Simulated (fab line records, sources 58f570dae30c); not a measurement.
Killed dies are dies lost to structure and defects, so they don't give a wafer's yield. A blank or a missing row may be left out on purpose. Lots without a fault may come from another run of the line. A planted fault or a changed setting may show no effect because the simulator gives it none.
Which tool did it? | flow berkeley_cmos170 | 14 lots, 42 wafers sampled, at 3 steps of a route of 331

WHAT THE GAUGES READ, wafer by wafer
UCB170_PFIELD_OVL_MEAS_06. Usual: PFIELD_OVL -1 nm, standard deviation 5.4.
lot  | measured    | on         | PFIELD_OVL (nm) | flag
L976 | day 4 21:14 | overlay-02 | 2 2 1           |
L978 | day 5 06:08 | overlay-01 | 4 -3 2          |
L979 | day 5 06:33 | overlay-01 | 8 5 6           |
L977 | day 5 06:50 | overlay-02 | 0 -2 6          |
L980 | day 5 13:39 | overlay-01 | -6 -4 -5        |
L981 | day 5 13:55 | overlay-01 | -4 -5 -4        |
L984 | day 6 12:35 | overlay-02 | -6 -5 6         |
L985 | day 6 21:42 | overlay-01 | 6 1 -3          |
L990 | day 7 17:49 | overlay-01 | -3 -4 -10       |
L989 | day 7 18:29 | overlay-02 | 6 2 7           |
L994 | day 8 07:16 | overlay-01 | 1 -8 -3         |
L995 | day 8 17:37 | overlay-01 | -6 4 1          |
L993 | day 8 17:53 | overlay-02 | 4 4 4           |
L998 | day 9 17:31 | overlay-02 | 1 -1 1          |

UCB170_GATE_CD_MEAS_12: target cd 350 nm. Usual: cd_nm 349.9 nm, standard deviation 1.4.
lot  | measured     | on        | cd_nm (nm)        | flag
L976 | day 7 05:47  | cd_sem-01 | 351.9 351.5 350.0 |
L978 | day 7 15:09  | cd_sem-02 | 350.7 350.8 350.7 |
L979 | day 7 14:57  | cd_sem-02 | 350.1 349.4 349.7 |
L977 | day 7 14:55  | cd_sem-01 | 349.4 347.9 347.6 |
L980 | day 7 23:17  | cd_sem-01 | 349.2 348.3 349.7 |
L981 | day 7 22:59  | cd_sem-01 | 351.1 349.3 350.3 |
L984 | day 8 09:44  | cd_sem-02 | 346.9 348.8 347.9 |
L985 | day 9 00:19  | cd_sem-01 | 344.6 344.8 345.0 | OFF
L990 | day 10 00:40 | cd_sem-01 | 344.1 343.3 342.5 | OFF
L989 | day 10 00:27 | cd_sem-01 | 348.8 348.6 349.0 |
L994 | day 10 13:43 | cd_sem-01 | 352.8 351.2 351.9 |
L995 | day 10 23:57 | cd_sem-02 | 348.9 348.7 350.3 |
L993 | day 11 00:16 | cd_sem-02 | 349.6 350.1 350.6 |
L998 | day 12 04:22 | cd_sem-01 | 352.0 350.7 349.7 |

WHICH TOOL RAN EACH LOT (tool, then ch and the chambers of the sampled wafers, then the start)
lot  | UCB170_GATE_SOFTBAKE_08
L976 | litho_track-01 ch 0, day 7 04:00
L978 | litho_track-01 ch 0, day 7 14:00
L979 | litho_track-03 ch 0, day 7 14:00
L977 | litho_track-04 ch 0, day 7 14:00
L980 | litho_track-01 ch 0, day 7 22:00
L981 | litho_track-03 ch 0, day 7 22:00
L984 | litho_track-04 ch 0, day 8 09:00
L985 | litho_track-01 ch 0, day 8 23:00
L990 | litho_track-01 ch 0, day 9 23:00
L989 | litho_track-03 ch 0, day 9 23:00
L994 | litho_track-04 ch 0, day 10 12:00
L995 | litho_track-03 ch 0, day 10 23:00
L993 | litho_track-04 ch 0, day 10 23:00
L998 | litho_track-04 ch 0, day 12 03:00
- UCB170_GATE_SOFTBAKE_08: time 60 s.

WHAT THE TOOLS THEMSELVES READ (means of the sampled wafers that have a number; where no wafer has one, the mark that the record gives instead)
UCB170_GATE_SOFTBAKE_08. Usual: run_length_s 89.09 s, standard deviation 0.21.
lot  | tool           | run_length_s (s) | flag
L976 | litho_track-01 | 89.10            |
L978 | litho_track-01 | 89.14            |
L979 | litho_track-03 | 88.81            |
L977 | litho_track-04 | 89.24            |
L980 | litho_track-01 | 89.29            |
L981 | litho_track-03 | 88.83            |
L984 | litho_track-04 | 89.16            |
L985 | litho_track-01 | 122.43           | OFF
L990 | litho_track-01 | 122.41           | OFF
L989 | litho_track-03 | 88.82            |
L994 | litho_track-04 | 89.21            |
L995 | litho_track-03 | 88.83            |
L993 | litho_track-04 | 89.24            |
L998 | litho_track-04 | 89.32            |

THE ANSWER, worked out from the rows above alone
Rule: a lot is off if the mean of its wafers that have a number lies more than 3 standard deviations from the usual mean. A lot without any number at a reading at which 4 lots or more have one is off too. The other lots that the step has rows for count as sound. The gauges are gone through in route order, then the tools' own readings, and for those a lot's mean is taken as printed above. The first step at which some lot is off is used, and at that step the reading that is off furthest; a lot without a number counts as furthest.
Off: L985, L990, at UCB170_GATE_CD_MEAS_12 (cd_nm).
A tool fits if, at a process step before that reading, it ran every lot that is off, and no sound lot after the first of them. The gauges at UCB170_GATE_CD_MEAS_12 aren't tried: what is off there is off at UCB170_GATE_SOFTBAKE_08 too, on other tools, and a gauge's error can't cause that. One fits: litho_track-01 at UCB170_GATE_SOFTBAKE_08. Its last sound lot is L980 (day 7 22:00), its first lot that is off L985 (day 8 23:00): a fault that began between those two fits.
The tool's own readings at UCB170_GATE_SOFTBAKE_08 bear it out: on the lots that are off they differ by more than 5 times the standard deviation of the sound lots' means. run_length_s reads 122.42 s there against 89.08 s on the sound lots.

WHAT THE SIMULATOR HAD PUT IN
Process parameter drift: litho_track-01, from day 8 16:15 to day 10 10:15, at UCB170_GATE_SOFTBAKE_08. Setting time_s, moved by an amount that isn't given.
Lots struck among those shown: L985, L990. The rule above found the same.
